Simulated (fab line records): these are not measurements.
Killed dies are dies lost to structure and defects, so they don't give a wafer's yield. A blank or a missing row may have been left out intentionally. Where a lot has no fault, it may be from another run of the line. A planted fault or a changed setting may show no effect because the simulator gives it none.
Which of the tools did it? :: flow rit-cmos :: 36 wafers from 12 lots sampled at 6 of the route's 202 steps

WHAT THE GAUGES SHOWED, per wafer
RIT_FOX1_THK_MEAS_01.
lot: L657
measured: day 1 18:17
on: film-metro-02
FOX1_OXIDE_THK (nm): 338 346 345

lot: L658
measured: day 2 00:50
on: film-metro-02
FOX1_OXIDE_THK (nm): 351 354 354

lot: L659
measured: day 2 04:59
on: film-metro-04
FOX1_OXIDE_THK (nm): 345 346 341

lot: L660
measured: day 2 08:52
on: film-metro-02
FOX1_OXIDE_THK (nm): 333 336 338

lot: L661
measured: day 2 12:56
on: film-metro-02
FOX1_OXIDE_THK (nm): 348 352 347

lot: L662
measured: day 2 18:01
on: film-metro-04
FOX1_OXIDE_THK (nm): 345 342 350

lot: L663
measured: day 3 01:00
on: film-metro-02
FOX1_OXIDE_THK (nm): 358 359 354

lot: L664
measured: day 3 05:07
on: film-metro-04
FOX1_OXIDE_THK (nm): 345 343 339

lot: L665
measured: day 3 11:15
on: film-metro-03
FOX1_OXIDE_THK (nm): 353 348 346

lot: L666
measured: day 3 15:07
on: film-metro-02
FOX1_OXIDE_THK (nm): 343 345 342

lot: L667
measured: day 3 18:56
on: film-metro-03
FOX1_OXIDE_THK (nm): 348 350 342

lot: L675
measured: day 5 11:20
on: film-metro-02
FOX1_OXIDE_THK (nm): 343 344 344

RIT_FOX2_THK_MEAS_01.
lot: L657
measured: day 1 19:53
on: film-metro-01
FOX2_OXIDE_THK (nm): 362 363 356

lot: L658
measured: day 2 02:19
on: film-metro-02
FOX2_OXIDE_THK (nm): 347 344 347

lot: L659
measured: day 2 06:28
on: film-metro-02
FOX2_OXIDE_THK (nm): 348 357 357

lot: L660
measured: day 2 10:21
on: film-metro-02
FOX2_OXIDE_THK (nm): 337 340 344

lot: L661
measured: day 2 14:25
on: film-metro-02
FOX2_OXIDE_THK (nm): 350 350 349

lot: L662
measured: day 2 19:30
on: film-metro-01
FOX2_OXIDE_THK (nm): 343 344 338

lot: L663
measured: day 3 03:49
on: film-metro-02
FOX2_OXIDE_THK (nm): 346 341 348

lot: L664
measured: day 3 06:55
on: film-metro-02
FOX2_OXIDE_THK (nm): 359 357 357

lot: L665
measured: day 3 14:32
on: film-metro-01
FOX2_OXIDE_THK (nm): 349 350 357

lot: L666
measured: day 3 16:37
on: film-metro-03
FOX2_OXIDE_THK (nm): 346 346 346

lot: L667
measured: day 3 20:26
on: film-metro-01
FOX2_OXIDE_THK (nm): 345 343 341

lot: L675
measured: day 5 12:53
on: film-metro-01
FOX2_OXIDE_THK (nm): 342 339 342

RIT_GATE_THK_MEAS_09.
lot: L657
measured: day 2 12:29
on: film-metro-02
GATE_POLY_THK (nm): 251.7 253.4 252.6

lot: L658
measured: day 2 19:14
on: film-metro-02
GATE_POLY_THK (nm): 254.8 253.9 251.1

lot: L659
measured: day 2 22:49
on: film-metro-01
GATE_POLY_THK (nm): 254.8 256.6 255.6

lot: L660
measured: day 3 06:07
on: film-metro-02
GATE_POLY_THK (nm): 256.7 256.5 257.1

lot: L661
measured: day 3 07:58
on: film-metro-03
GATE_POLY_THK (nm): 253.8 251.8 253.0

lot: L662
measured: day 3 12:09
on: film-metro-03
GATE_POLY_THK (nm): 258.7 256.6 257.6

lot: L663
measured: day 3 20:05
on: film-metro-02
GATE_POLY_THK (nm): 252.6 254.4 252.1

lot: L664
measured: day 4 04:00
on: film-metro-02
GATE_POLY_THK (nm): 256.2 255.5 252.7

lot: L665
measured: day 4 09:20
on: film-metro-02
GATE_POLY_THK (nm): 257.9 255.1 258.1

lot: L666
measured: day 4 11:56
on: film-metro-02
GATE_POLY_THK (nm): 254.8 256.9 258.3

lot: L667
measured: day 4 15:22
on: film-metro-01
GATE_POLY_THK (nm): 258.1 254.2 254.8

lot: L675
measured: day 6 06:53
on: film-metro-02
GATE_POLY_THK (nm): 123.2 123.8 121.4

RIT_NLDD_OVL_MEAS_06.
lot: L657
measured: day 2 18:13
on: overlay-02
NLDD_OVL (nm): 3.5 3.1 3.6

lot: L658
measured: day 3 00:48
on: overlay-01
NLDD_OVL (nm): 5.7 0.6 1.2

lot: L659
measured: day 3 05:05
on: overlay-02
NLDD_OVL (nm): 2.2 1.9 2.4

lot: L660
measured: day 3 12:31
on: overlay-02
NLDD_OVL (nm): 0.7 1.5 1.6

lot: L661
measured: day 3 14:50
on: overlay-01
NLDD_OVL (nm): 0.0 2.4 2.3

lot: L662
measured: day 3 17:52
on: overlay-01
NLDD_OVL (nm): -1.1 1.0 -0.1

lot: L663
measured: day 4 02:36
on: overlay-01
NLDD_OVL (nm): 2.2 0.0 0.9

lot: L664
measured: day 4 09:43
on: overlay-02
NLDD_OVL (nm): 1.4 0.7 -0.3

lot: L665
measured: day 4 14:50
on: overlay-01
NLDD_OVL (nm): 0.7 2.2 0.3

lot: L666
measured: day 4 17:25
on: overlay-02
NLDD_OVL (nm): 2.6 -0.9 1.2

lot: L667
measured: day 4 21:44
on: overlay-02
NLDD_OVL (nm): 1.3 1.6 1.8

lot: L675
measured: day 6 14:02
on: overlay-01
NLDD_OVL (nm): 2.3 2.0 1.5

WHICH TOOL RAN EACH LOT (tool, then ch and the chambers of the sampled wafers, then the start)
lot: L657
RIT_GATE_CVD_08: lpcvd-01 ch 1, day 2 10:52
RIT_GATE_ETCH_19: rie-si-01 ch 0,2,3, day 2 13:58

lot: L658
RIT_GATE_CVD_08: lpcvd-01 ch 0, day 2 17:37
RIT_GATE_ETCH_19: rie-si-02 ch 1,2,3, day 2 20:34

lot: L659
RIT_GATE_CVD_08: lpcvd-02 ch 0, day 2 21:12
RIT_GATE_ETCH_19: rie-si-01 ch 0,1,3, day 3 00:10

lot: L660
RIT_GATE_CVD_08: lpcvd-01 ch 1, day 3 04:29
RIT_GATE_ETCH_19: rie-si-02 ch 0,2,3, day 3 07:26

lot: L661
RIT_GATE_CVD_08: lpcvd-02 ch 1, day 3 06:21
RIT_GATE_ETCH_19: rie-si-01 ch 0,2,3, day 3 09:16

lot: L662
RIT_GATE_CVD_08: lpcvd-01 ch 1, day 3 10:31
RIT_GATE_ETCH_19: rie-si-02 ch 0,3, day 3 13:28

lot: L663
RIT_GATE_CVD_08: lpcvd-01 ch 0, day 3 18:27
RIT_GATE_ETCH_19: rie-si-01 ch 0,3, day 3 21:17

lot: L664
RIT_GATE_CVD_08: lpcvd-01 ch 0, day 4 02:23
RIT_GATE_ETCH_19: rie-si-02 ch 0,1,3, day 4 05:13

lot: L665
RIT_GATE_CVD_08: lpcvd-02 ch 1, day 4 07:43
RIT_GATE_ETCH_19: rie-si-01 ch 0,1,3, day 4 10:36

lot: L666
RIT_GATE_CVD_08: lpcvd-01 ch 0, day 4 10:19
RIT_GATE_ETCH_19: rie-si-02 ch 0,2,3, day 4 13:09

lot: L667
RIT_GATE_CVD_08: lpcvd-01 ch 0, day 4 12:56
RIT_GATE_ETCH_19: rie-si-01 ch 1,2,3, day 4 16:41

lot: L675
RIT_GATE_CVD_08: lpcvd-01 ch 1, day 6 05:15
RIT_GATE_ETCH_19: rie-si-01 ch 0,2, day 6 08:12
- RIT_GATE_CVD_08: deposits poly-Si from SiH4, target thk 250 nm, time 2220 s.
- RIT_GATE_ETCH_19: etches poly-Si in SF6/CHF3/O2, stops on SiO2, time 165 s, target depth 312.5 nm.

AS READ BY THE TOOLS THEMSELVES (means over the sampled wafers that have a number; for cases with no such wafer, the mark the record gives instead)
RIT_GATE_ETCH_19.
lot: L657
tool: rie-si-01
drypump-motor-current-A (A): 5.7
oes-product-au (a.u.): 0.849
throttle-valve-pct (%): 10.14

lot: L658
tool: rie-si-02
drypump-motor-current-A (A): 5.6
oes-product-au (a.u.): 0.849
throttle-valve-pct (%): 10.19

lot: L659
tool: rie-si-01
drypump-motor-current-A (A): 5.5
oes-product-au (a.u.): 0.871
throttle-valve-pct (%): 10.22

lot: L660
tool: rie-si-02
drypump-motor-current-A (A): 5.5
oes-product-au (a.u.): 0.860
throttle-valve-pct (%): 10.29

lot: L661
tool: rie-si-01
drypump-motor-current-A (A): 5.7
oes-product-au (a.u.): 0.848
throttle-valve-pct (%): 10.14

lot: L662
tool: rie-si-02
drypump-motor-current-A (A): 5.3
oes-product-au (a.u.): 0.870
throttle-valve-pct (%): 10.38

lot: L663
tool: rie-si-01
drypump-motor-current-A (A): 5.2
oes-product-au (a.u.): 0.856
throttle-valve-pct (%): 10.21

lot: L664
tool: rie-si-02
drypump-motor-current-A (A): 5.5
oes-product-au (a.u.): 0.862
throttle-valve-pct (%): 10.30

lot: L665
tool: rie-si-01
drypump-motor-current-A (A): 5.5
oes-product-au (a.u.): 0.872
throttle-valve-pct (%): 10.21

lot: L666
tool: rie-si-02
drypump-motor-current-A (A): 5.5
oes-product-au (a.u.): 0.858
throttle-valve-pct (%): 10.29

lot: L667
tool: rie-si-01
drypump-motor-current-A (A): 6.0
oes-product-au (a.u.): 0.864
throttle-valve-pct (%): 10.14

lot: L675
tool: rie-si-01
drypump-motor-current-A (A): 5.8
oes-product-au (a.u.): 0.536
throttle-valve-pct (%): 10.15

THE ANSWER, worked out from the rows above alone
Rule: the lots themselves supply what counts as usual. The widest of any qualifying gaps counts: lots, ordered by their means at a reading, are off when they make up no more than a third of the lots, leave a main group of 4 or more, and stand apart from it by 3 or more times the standard deviation of that group's means. Not used: any main group whose means are identical at the precision the tables above print for the reading. Also off: a lot with no number at a reading for which 4 or more lots have one. The other lots that the step has rows for count as sound. After the gauges, taken in route order, come the tools' own readings; for these a lot's mean is taken, as printed above. The first step at which some lot is off is used, and at that step the reading that is off furthest; a lot without a number counts as furthest.
Off: at RIT_GATE_THK_MEAS_09 (GATE_POLY_THK), L675. Main group: mean 255.1 nm, sd 1.8.
A tool fits if, at a process step before that reading, it ran every lot that is off, and no sound lot after the first of them. Not tried: the gauges at RIT_GATE_THK_MEAS_09; whatever is off there is also off at RIT_GATE_ETCH_19, on other tools, and gauge error can't account for it. One candidate fits, namely lpcvd-01 at RIT_GATE_CVD_08. Its last sound lot is L667 (day 4 12:56), its first lot that is off L675 (day 6 05:15): a fault that began between those two fits.

WHAT HAD BEEN PUT IN BY THE SIMULATOR
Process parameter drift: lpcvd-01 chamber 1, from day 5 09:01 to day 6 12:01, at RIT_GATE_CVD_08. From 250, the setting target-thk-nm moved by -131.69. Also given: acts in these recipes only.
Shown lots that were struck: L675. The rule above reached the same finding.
